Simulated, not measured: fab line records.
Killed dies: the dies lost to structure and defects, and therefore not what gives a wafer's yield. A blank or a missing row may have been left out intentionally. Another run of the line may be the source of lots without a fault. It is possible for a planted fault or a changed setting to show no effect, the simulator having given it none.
Comparing a struck lot with a sound one + flow rit_cmos + 14 steps out of a route of 202
Sound: the wafers L158.1, L158.3, L158.4. Wafers L147.1, L147.4, L147.6 were the ones struck. Last of all comes the cause.
Order at every step that has rows: each side's tool, ch and its chambers, its first start. Under that, the readings that differ: sound wafers + struck wafers + difference of the means + sigmas: that difference in standard deviations of wafers without a fault.
alike: readings whose means differ by less than 2 such deviations, and words and numbers that are the same on both sides. not compared: withheld readings, readings that some wafer has no value for, bounds like >300 that may hide the same value, and numbers for which the record gives no deviation and whose values overlap.
A row with sigmas, a row that says differs or no value, or rows on one side alone: a step with any of these is where the two part. Non-overlapping numbers with no deviation appear without sigmas and do not part them. A reading that every wafer of one side lacks parts them only if that side has two wafers or more.

first, 3 steps without rows for these wafers: RIT_GATE_CLEAN_02 (cleans in dHF, time 30 s); RIT_GATE_CLEAN_03 (cleans in SC2, time 600 s); RIT_GATE_CLEAN_04 (cleans in dHF, time 60 s).
RIT_FOX2_THK_MEAS_91:
  struck on film_metro-04, day 4 16:44; sound on film_metro-04, day 6 22:26
| reading                     | sound       | struck      | difference | sigmas |
|-----------------------------|-------------|-------------|------------|--------|
| FIELD_OXIDE_LEFT_2_THK (nm) | 242 241 242 | 264 257 265 | +20        | +3     |
then, 2 steps without rows for these wafers: RIT_GATE_OXIDATION_05 (target thk 3 nm, ox time 270 s); RIT_GATE_ANNEAL_06 (time 600 s).
RIT_GATE_THK_MEAS_07:
  struck on film_metro-03, day 4 19:28; sound on film_metro-04, day 7 04:47
  alike: GATE_OXIDE_THK
then, 1 step without rows for these wafers: RIT_GATE_CVD_08 (deposits poly-Si from SiH4, target thk 250 nm, time 2220 s).
RIT_GATE_THK_MEAS_09:
  struck on film_metro-03, day 4 21:08; sound on film_metro-01, day 7 06:28
| reading            | sound       | struck      | difference | sigmas |
|--------------------|-------------|-------------|------------|--------|
| GATE_POLY_THK (nm) | 242 240 240 | 251 251 252 | +11        | +3     |
then, 3 steps without rows for these wafers: RIT_GATE_HMDS_10 (prime time 60 s); RIT_GATE_COAT_11 (resist thk 850 nm); RIT_GATE_SOFTBAKE_12 (time 60 s).
RIT_GATE_EXPOSE_13: exposes mask M6, target cd 150 nm.
  struck on iline_stepper-02, day 4 21:46; sound on iline_stepper-01 ch 0, day 7 07:20
  no value came back on the struck wafers for exposure_dose_mJ_cm2, focus_offset_nm (nm), na; on the sound wafers exposure_dose_mJ_cm2 reads 380.3 379.9 380.8
  alike: mask
following that, these wafers have no rows for 1 step: RIT_GATE_PEB_14.

== WHERE THEY PART ==
Last at RIT_GATE_EXPOSE_13 as far as this record goes, first at RIT_FOX2_THK_MEAS_91.

WHY: what the simulator had put in
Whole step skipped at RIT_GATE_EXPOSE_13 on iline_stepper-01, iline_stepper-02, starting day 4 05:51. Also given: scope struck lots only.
